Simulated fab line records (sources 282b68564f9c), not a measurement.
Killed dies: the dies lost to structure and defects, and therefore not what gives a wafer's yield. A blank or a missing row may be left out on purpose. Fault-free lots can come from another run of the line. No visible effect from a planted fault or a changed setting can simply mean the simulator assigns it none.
Which tool was responsible? -- flow ritCmos -- 13 lots, 39 wafers sampled, at 4 steps of a route of 202

## WHAT THE GAUGES SHOWED, per wafer
RIT_SDANNEAL_RS_MEAS_04: uses a four-point probe to measure. Usual: for PSD_RS the level is 115.9 ohm/sq and the standard deviation is 0.31.
lot,measured,on,PSD_RS (ohm/sq),flag
L233,day 3 08:26,filmMetro-01,116.2 116.3 116.3,
L235,day 3 17:04,filmMetro-02,115.6 115.7 116.0,
L234,day 3 17:48,filmMetro-01,116.2 116.4 115.8,
L236,day 4 05:04,filmMetro-01,116.1 116.0 116.1,
L237,day 4 11:31,filmMetro-03,115.7 115.8 115.9,
L238,day 4 14:13,filmMetro-03,115.4 115.7 115.8,
L239,day 4 14:28,filmMetro-02,116.0 115.6 115.8,
L242,day 5 11:49,filmMetro-03,115.9 116.0 115.5,
L246,day 6 10:26,filmMetro-01,130.4 130.1 129.9,OFF
L248,day 6 22:57,filmMetro-03,129.8 130.0 130.4,OFF
L251,day 7 12:11,filmMetro-03,115.4 115.6 115.5,
L253,day 7 18:44,filmMetro-01,116.6 116.3 116.4,
L255,day 8 09:26,filmMetro-01,116.3 115.9 116.1,

RIT_SDANNEAL_RS_MEAS_05: uses a four-point probe to measure. Usual: for NSD_RS the level is 84.61 ohm/sq and the standard deviation is 0.26.
lot,measured,on,NSD_RS (ohm/sq),flag
L233,day 3 08:33,filmMetro-01,84.58 84.53 84.52,
L235,day 3 17:11,filmMetro-02,84.49 84.43 84.55,
L234,day 3 17:55,filmMetro-01,84.48 84.66 84.53,
L236,day 4 05:11,filmMetro-01,84.80 85.35 84.75,
L237,day 4 11:38,filmMetro-03,84.57 84.29 84.00,
L238,day 4 14:20,filmMetro-03,84.33 84.42 84.29,
L239,day 4 14:35,filmMetro-02,84.64 84.46 84.72,
L242,day 5 11:56,filmMetro-03,84.78 84.74 84.82,
L246,day 6 10:34,filmMetro-01,85.32 85.31 85.30,
L248,day 6 23:04,filmMetro-03,85.58 85.32 85.39,OFF
L251,day 7 12:18,filmMetro-03,84.36 84.12 84.16,
L253,day 7 18:51,filmMetro-01,84.60 85.08 84.70,
L255,day 8 09:34,filmMetro-01,84.73 84.76 84.87,

RIT_SDANNEAL_RS_MEAS_06: uses a four-point probe to measure. Usual: for PLDD_RS the level is 178.7 ohm/sq and the standard deviation is 0.52.
lot,measured,on,PLDD_RS (ohm/sq),flag
L233,day 3 08:40,filmMetro-01,179.3 179.7 179.1,
L235,day 3 17:19,filmMetro-02,178.3 178.6 178.3,
L234,day 3 18:02,filmMetro-01,179.0 179.0 178.3,
L236,day 4 05:19,filmMetro-01,179.0 179.1 179.1,
L237,day 4 11:45,filmMetro-03,178.4 178.6 178.4,
L238,day 4 14:28,filmMetro-03,178.4 178.3 178.1,
L239,day 4 14:43,filmMetro-02,178.7 178.8 178.8,
L242,day 5 12:03,filmMetro-03,178.0 178.5 177.9,
L246,day 6 10:41,filmMetro-01,194.7 194.3 194.4,OFF
L248,day 6 23:11,filmMetro-03,193.5 194.0 194.4,OFF
L251,day 7 12:25,filmMetro-03,178.2 178.0 178.3,
L253,day 7 18:58,filmMetro-01,179.0 178.9 178.7,
L255,day 8 09:41,filmMetro-01,178.4 178.9 179.0,

## WHICH TOOL RAN EACH LOT (tool, then ch and the chambers of the sampled wafers, then the start)
lot,RIT_SDANNEAL_RTA_03
L233,"rtpAnneal-02 ch 0, day 3 08:22"
L235,"rtpAnneal-01 ch 0, day 3 16:59"
L234,"rtpAnneal-02 ch 0, day 3 17:44"
L236,"rtpAnneal-01 ch 0, day 4 05:00"
L237,"rtpAnneal-02 ch 0, day 4 11:26"
L238,"rtpAnneal-01 ch 0, day 4 14:06"
L239,"rtpAnneal-02 ch 0, day 4 14:23"
L242,"rtpAnneal-01 ch 0, day 5 11:42"
L246,"rtpAnneal-01 ch 0, day 6 10:22"
L248,"rtpAnneal-01 ch 0, day 6 22:53"
L251,"rtpAnneal-02 ch 0, day 7 12:07"
L253,"rtpAnneal-02 ch 0, day 7 18:41"
L255,"rtpAnneal-02 ch 0, day 8 09:22"
- RIT_SDANNEAL_RTA_03: time 5 s.

## WHAT THE TOOLS THEMSELVES READ (means of the sampled wafers that have a number; where no wafer has one, the mark that the record gives instead)
RIT_SDANNEAL_RTA_03. Usual: wafer_temp_C_max at 1053.4, with a standard deviation of 1.3.
lot,tool,wafer_temp_C_max,flag
L233,rtpAnneal-02,1055.8,
L235,rtpAnneal-01,1052.9,
L234,rtpAnneal-02,1052.9,
L236,rtpAnneal-01,1053.4,
L237,rtpAnneal-02,1052.7,
L238,rtpAnneal-01,1054.7,
L239,rtpAnneal-02,1052.4,
L242,rtpAnneal-01,1052.8,
L246,rtpAnneal-01,1034.4,OFF
L248,rtpAnneal-01,1032.6,OFF
L251,rtpAnneal-02,1053.0,
L253,rtpAnneal-02,1054.7,
L255,rtpAnneal-02,1053.9,

## THE ANSWER, worked out from the rows above alone
Rule: a lot is off if the mean of its wafers that have a number lies more than 3 standard deviations from the usual mean. A lot without any number at a reading at which 4 lots or more have one is off too. All remaining lots with rows at the step are treated as sound. The gauges are gone through in route order, then the tools' own readings, and for those a lot's mean is taken as printed above. At the first step where some lot is off, the reading lying furthest off is the one used; lots without a number count as furthest.
Off: at RIT_SDANNEAL_RS_MEAS_04 (PSD_RS), L246, L248.
A tool fits if, at a process step before that reading, it ran every lot that is off, and no sound lot after the first of them. Not tried: the gauges at RIT_SDANNEAL_RS_MEAS_04; whatever is off there is also off at RIT_SDANNEAL_RTA_03, on other tools, and gauge error can't account for it. One candidate fits, namely rtpAnneal-01 at RIT_SDANNEAL_RTA_03. Its last sound lot is L242 (day 5 11:42), its first lot that is off L246 (day 6 10:22): a fault that began between those two fits.
The tool's own readings at RIT_SDANNEAL_RTA_03 bear it out: on the lots that are off they differ by more than 5 times the standard deviation of the sound lots' means. wafer_temp_C_max reads 1033.5 there against 1053.6 on the sound lots.

## WHAT THE SIMULATOR HAD INSERTED
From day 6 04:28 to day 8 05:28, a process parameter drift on rtpAnneal-01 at RIT_SDANNEAL_RTA_03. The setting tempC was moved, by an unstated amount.
Lots struck among those shown: L246, L248. The rule given above showed the same thing.
